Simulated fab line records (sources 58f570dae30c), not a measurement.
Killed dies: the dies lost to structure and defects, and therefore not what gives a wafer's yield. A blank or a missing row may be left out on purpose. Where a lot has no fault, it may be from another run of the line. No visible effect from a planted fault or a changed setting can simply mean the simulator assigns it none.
The tool behind it: which one? | flow berkeley_cmos170 | at 1 step of a route of 331, 7 lots with 21 wafers sampled

== WHAT EACH GAUGE READ, for each wafer ==
UCB170_NLDD_TW_MEAS_11.
lot  | measured     | on            | NLDD_TW
L931 | day 7 17:37  | film_metro-01 | 2203 2223 2215
L934 | day 8 07:35  | film_metro-02 | 2227 2217 2214
L936 | day 8 20:25  | film_metro-02 | 2218 2227 2223
L938 | day 9 10:34  | film_metro-02 | 2245 2232 2248
L944 | day 10 10:09 | film_metro-02 | 2228 2216 2219
L947 | day 11 05:52 | film_metro-01 | 2233 2232 2234
L951 | day 11 21:07 | film_metro-03 | 2215 2214 2210

== EACH LOT AND THE TOOL THAT RAN IT (in order: tool; ch and the chambers of the sampled wafers; start) ==
Record: no process step prior to these readings.

== THE ANSWER, worked out from the rows above alone ==
Rule: the lots themselves supply what counts as usual. The widest of any qualifying gaps counts: lots, ordered by their means at a reading, are off when they make up no more than a third of the lots, leave a main group of 4 or more, and stand apart from it by 3 or more times the standard deviation of that group's means. The tables above print the reading to a certain number of digits; a main group whose means all agree to those digits is not used. A lot without any number at a reading at which 4 lots or more have one is off too. All remaining lots with rows at the step are treated as sound.
None of the lots is off at any reading shown; this tells nothing.

== WHAT WAS PUT IN BY THE SIMULATOR ==
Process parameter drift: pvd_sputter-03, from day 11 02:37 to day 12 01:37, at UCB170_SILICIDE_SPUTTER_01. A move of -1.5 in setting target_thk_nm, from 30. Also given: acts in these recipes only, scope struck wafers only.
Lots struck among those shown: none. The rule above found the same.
